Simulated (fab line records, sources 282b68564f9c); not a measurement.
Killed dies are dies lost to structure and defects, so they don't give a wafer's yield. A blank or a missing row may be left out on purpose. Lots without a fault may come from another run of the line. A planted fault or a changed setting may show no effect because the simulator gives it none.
Which tool did it? | flow rit_cmos | 14 lots, 42 wafers sampled, at 1 step of a route of 202

WHAT THE GAUGES READ, wafer by wafer
The record holds no reading of a measuring or inspecting step that can be judged against a usual standard deviation.

WHICH TOOL RAN EACH LOT (tool, then ch and the chambers of the sampled wafers, then the start)
lot  | RIT_NLDD_DEVELOP_05
L200 | litho_track-04 ch 0, day 3 04:00
L202 | litho_track-01 ch 0, day 3 14:00
L204 | litho_track-03 ch 0, day 3 22:00
L206 | litho_track-03 ch 0, day 4 09:00
L210 | litho_track-03, day 5 04:00
L211 | litho_track-03, day 5 10:00
L213 | litho_track-01 ch 0, day 5 20:00
L214 | litho_track-01 ch 0, day 6 01:00
L215 | litho_track-03 ch 0, day 6 07:00
L217 | litho_track-03 ch 0, day 6 17:00
L218 | litho_track-03 ch 0, day 6 22:00
L219 | litho_track-04 ch 0, day 7 02:00
L220 | litho_track-03 ch 0, day 7 06:00
L221 | litho_track-04 ch 0, day 7 11:00
- RIT_NLDD_DEVELOP_05: develop time 50 s.

WHAT THE TOOLS THEMSELVES READ (means of the sampled wafers that have a number; where no wafer has one, the mark that the record gives instead)
RIT_NLDD_DEVELOP_05. Usual: chill_plate_temp_C 23.00 C, standard deviation 0.11.
lot  | tool           | chill_plate_temp_C (C) | flag
L200 | litho_track-04 | 22.76                  |
L202 | litho_track-01 | 22.94                  |
L204 | litho_track-03 | 22.91                  |
L206 | litho_track-03 | 23.08                  |
L210 | litho_track-03 | -                      | OFF
L211 | litho_track-03 | -                      | OFF
L213 | litho_track-01 | 23.03                  |
L214 | litho_track-01 | 22.98                  |
L215 | litho_track-03 | 22.98                  |
L217 | litho_track-03 | 22.98                  |
L218 | litho_track-03 | 22.99                  |
L219 | litho_track-04 | 23.20                  |
L220 | litho_track-03 | 22.93                  |
L221 | litho_track-04 | 22.86                  |

THE ANSWER, worked out from the rows above alone
Rule: a lot is off if the mean of its wafers that have a number lies more than 3 standard deviations from the usual mean. A lot without any number at a reading at which 4 lots or more have one is off too. The other lots that the step has rows for count as sound. The gauges are gone through in route order, then the tools' own readings, and for those a lot's mean is taken as printed above. The first step at which some lot is off is used, and at that step the reading that is off furthest; a lot without a number counts as furthest.
Off: L210, L211, at RIT_NLDD_DEVELOP_05 (chill_plate_temp_C). Without a number there: L210, L211.
A tool fits if, at that step or a process step before it, it ran every lot that is off, and no sound lot after the first of them. None of those tried fits.

WHAT THE SIMULATOR HAD PUT IN
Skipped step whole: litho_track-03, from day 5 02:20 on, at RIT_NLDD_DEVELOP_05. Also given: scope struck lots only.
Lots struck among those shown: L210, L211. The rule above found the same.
